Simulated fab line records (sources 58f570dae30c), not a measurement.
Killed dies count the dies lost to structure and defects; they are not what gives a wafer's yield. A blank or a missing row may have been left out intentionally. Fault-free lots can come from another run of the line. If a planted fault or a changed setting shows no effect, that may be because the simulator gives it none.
Which of the tools did it? || flow berkeley_cmos170 || 21 wafers from 7 lots sampled at 3 of the route's 331 steps

## WHAT EACH GAUGE READ, for each wafer
UCB170_FIELD_THK_MEAS_90.
{"lot": "L443", "measured": "day 5 14:08", "on": "film_metro-02", "FIELD_OXIDE_LEFT_1_THK (nm)": "430 443 438"}
{"lot": "L444", "measured": "day 5 14:08", "on": "film_metro-03", "FIELD_OXIDE_LEFT_1_THK (nm)": "437 446 437"}
{"lot": "L445", "measured": "day 6 03:52", "on": "film_metro-01", "FIELD_OXIDE_LEFT_1_THK (nm)": "433 437 441"}
{"lot": "L449", "measured": "day 6 20:10", "on": "film_metro-01", "FIELD_OXIDE_LEFT_1_THK (nm)": "428 426 425"}
{"lot": "L450", "measured": "day 6 20:10", "on": "film_metro-03", "FIELD_OXIDE_LEFT_1_THK (nm)": "429 415 419"}
{"lot": "L453", "measured": "day 7 22:37", "on": "film_metro-01", "FIELD_OXIDE_LEFT_1_THK (nm)": "449 442 453"}
{"lot": "L460", "measured": "day 8 13:05", "on": "film_metro-03", "FIELD_OXIDE_LEFT_1_THK (nm)": "437 436 443"}

## TOOL THAT RAN EACH LOT (tool first, then ch and the chambers of the sampled wafers, then the start)
{"lot": "L443", "UCB170_PFIELD_COAT_01": "litho_track-03 ch 0, day 4 22:34", "UCB170_PFIELD_STRIP_08": "plasma_asher-03 ch 0,1, day 5 00:00"}
{"lot": "L444", "UCB170_PFIELD_COAT_01": "litho_track-03 ch 0, day 4 23:01", "UCB170_PFIELD_STRIP_08": "plasma_asher-03 ch 0,1, day 5 00:35"}
{"lot": "L445", "UCB170_PFIELD_COAT_01": "litho_track-02 ch 0, day 5 13:06", "UCB170_PFIELD_STRIP_08": "plasma_asher-04 ch 0,1, day 5 14:18"}
{"lot": "L449", "UCB170_PFIELD_COAT_01": "litho_track-03 ch 0, day 6 04:01", "UCB170_PFIELD_STRIP_08": "plasma_asher-01 ch 0,1, day 6 05:08"}
{"lot": "L450", "UCB170_PFIELD_COAT_01": "litho_track-02 ch 0, day 6 04:41", "UCB170_PFIELD_STRIP_08": "plasma_asher-04 ch 0,1, day 6 05:46"}
{"lot": "L453", "UCB170_PFIELD_COAT_01": "litho_track-03 ch 0, day 6 20:47", "UCB170_PFIELD_STRIP_08": "plasma_asher-04 ch 0,1, day 6 21:51"}
{"lot": "L460", "UCB170_PFIELD_COAT_01": "litho_track-02 ch 0, day 8 01:56", "UCB170_PFIELD_STRIP_08": "plasma_asher-03 ch 0,1, day 8 03:07"}
- UCB170_PFIELD_COAT_01: resist thk 900 nm.
- UCB170_PFIELD_STRIP_08: strips in O2.

## THE ANSWER, worked out from the rows above alone
Rule: what is usual is taken from the lots themselves. Put in order of their means at a reading, lots are off if they are a third of the lots or fewer, leave a main group of 4 or more, and stand apart from it by a gap of 3 or more times the standard deviation of the main group's means; of several such gaps the widest counts. A main group whose means are all the same, to the digits that the tables above print for the reading, isn't used. A lot without any number at a reading at which 4 lots or more have one is off too. Any other lot the step has rows for is counted as sound.
None of the lots is off at any reading shown; this tells nothing.

## WHAT THE SIMULATOR HAD PUT IN
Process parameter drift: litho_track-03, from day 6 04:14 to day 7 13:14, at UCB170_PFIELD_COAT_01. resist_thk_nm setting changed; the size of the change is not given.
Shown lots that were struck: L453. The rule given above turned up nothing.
